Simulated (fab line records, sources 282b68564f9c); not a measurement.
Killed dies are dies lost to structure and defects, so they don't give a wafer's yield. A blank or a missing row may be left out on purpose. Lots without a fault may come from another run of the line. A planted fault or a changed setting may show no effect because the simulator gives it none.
Split-lot experiment | flow rit_cmos | 5 lots, 23 wafers read, on a route of 202 steps

THE SPLIT
At RIT_GATE_CVD_08 (deposits poly-Si from SiH4, target thk 250 nm, time 2220 s), the setting pressure_mtorr was moved away from the recipe's 300 mTorr on 20 of the 23 wafers read, by +5.9% to +13.1%. The other wafers ran this setting at the recipe's value.

FROM THE SPLIT TO THE READING: what the file shows between them, 9 steps
- RIT_GATE_DEVELOP_15: develop time 50 s (also split here: dev_temp_c)
- RIT_PLDD_COAT_01: resist thk 1000 nm (also split here: resist_thk_nm)
- RIT_PLDD_SOFTBAKE_02: time 60 s
- RIT_PLDD_EXPOSE_03: exposes mask M8, target cd 40900 nm
- RIT_PLDD_DEVELOP_05: develop time 50 s
- RIT_PLDD_HARDBAKE_07: time 60 s
- RIT_PLDD_STRIP_09: strips in O2, time 180 s (also split here: o2_flow_sccm)
- RIT_SPACER_CLEAN_00: cleans in SC1, time 600 s
- RIT_SPACER_CVD_03: deposits Si3N4 from SiH2Cl2/NH3, target thk 250 nm, time 3300 s

THE READING
poly-Si_of_GATE_CVD_08.thk_nm (the simulator's own value, which no gauge read), in nm, at RIT_SPACER_ETCHBACK_05 (etches Si3N4 in SF6/CHF3, stops on SiO2, target depth 250 nm, time 240 s). The file gives no usual value for it. The 3 wafers here that ran the recipe average 165.1 nm, standard deviation 1.1 nm.

wafer  | tool, chamber at the split | pressure_mtorr as run, mTorr | against the recipe | poly-Si_of_GATE_CVD_08.thk_nm, nm | against lot-mates on the recipe
L077.2 | -, -                       | 321.5                        | +7.2%              | 176.7                             | no lot-mate on the recipe
L077.3 | -, -                       | 321.5                        | +7.2%              | 174.9                             | no lot-mate on the recipe
L077.4 | -, -                       | 321.5                        | +7.2%              | 176.5                             | no lot-mate on the recipe
L077.5 | -, -                       | 321.5                        | +7.2%              | 172.7                             | no lot-mate on the recipe
L077.6 | -, -                       | 321.5                        | +7.2%              | 175.6                             | no lot-mate on the recipe
L079.1 | -, -                       | 339.4                        | +13.1%             | 183.7                             | no lot-mate on the recipe
L079.3 | -, -                       | 339.4                        | +13.1%             | 182.4                             | no lot-mate on the recipe
L079.4 | -, -                       | 339.4                        | +13.1%             | 185.8                             | no lot-mate on the recipe
L079.5 | -, -                       | 339.4                        | +13.1%             | 184.1                             | no lot-mate on the recipe
L079.6 | -, -                       | 339.4                        | +13.1%             | 185.9                             | no lot-mate on the recipe
L082.1 | -, -                       | 317.7                        | +5.9%              | 174.2                             | no lot-mate on the recipe
L082.3 | -, -                       | 317.7                        | +5.9%              | 176.8                             | no lot-mate on the recipe
L082.4 | -, -                       | 317.7                        | +5.9%              | 176.8                             | no lot-mate on the recipe
L082.5 | -, -                       | 317.7                        | +5.9%              | 172.4                             | no lot-mate on the recipe
L082.6 | -, -                       | 317.7                        | +5.9%              | 176.7                             | no lot-mate on the recipe
L083.4 | lpcvd-01, 1                | 300                          | recipe             | 163.7                             | -
L083.5 | lpcvd-01, 1                | 300                          | recipe             | 165.2                             | -
L083.6 | lpcvd-01, 1                | 300                          | recipe             | 166.5                             | -
L084.2 | -, -                       | 335                          | +11.7%             | 178                               | no lot-mate on the recipe
L084.3 | -, -                       | 335                          | +11.7%             | 182.4                             | no lot-mate on the recipe
L084.4 | -, -                       | 335                          | +11.7%             | 180.7                             | no lot-mate on the recipe
L084.5 | -, -                       | 335                          | +11.7%             | 181.7                             | no lot-mate on the recipe
L084.6 | -, -                       | 335                          | +11.7%             | 178.7                             | no lot-mate on the recipe

THE FIT
A straight line over all 23 wafers: poly-Si_of_GATE_CVD_08.thk_nm changes by +1.35 nm for each +1% of pressure_mtorr; r = +0.95; the points scatter about the line by 1.9 nm.
Too few moved wafers have a lot-mate on the recipe to fit a line with each lot's own level taken away.

THE WHOLE CHAIN: every reading that the file lists as answering this split, in the file's order
step                   | what it does                                                             | reading                                                                        | change (the file's fit)              | r (the file's)
RIT_GATE_CVD_08        | deposits poly-Si from SiH4, target thk 250 nm, time 2220 s               | poly-Si_of_GATE_CVD_08.thk_nm (the simulator's own value, which no gauge read) | +1.3 nm for each +1% of the setting  | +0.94
RIT_SPACER_ETCHBACK_05 | etches Si3N4 in SF6/CHF3, stops on SiO2, target depth 250 nm, time 240 s | poly-Si_of_GATE_CVD_08.thk_nm (the simulator's own value, which no gauge read) | +1.35 nm for each +1% of the setting | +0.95

THE FILE'S OWN FIT
poly-Si_of_GATE_CVD_08.thk_nm changes by +1.35 nm for each +1% of pressure_mtorr, r = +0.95.
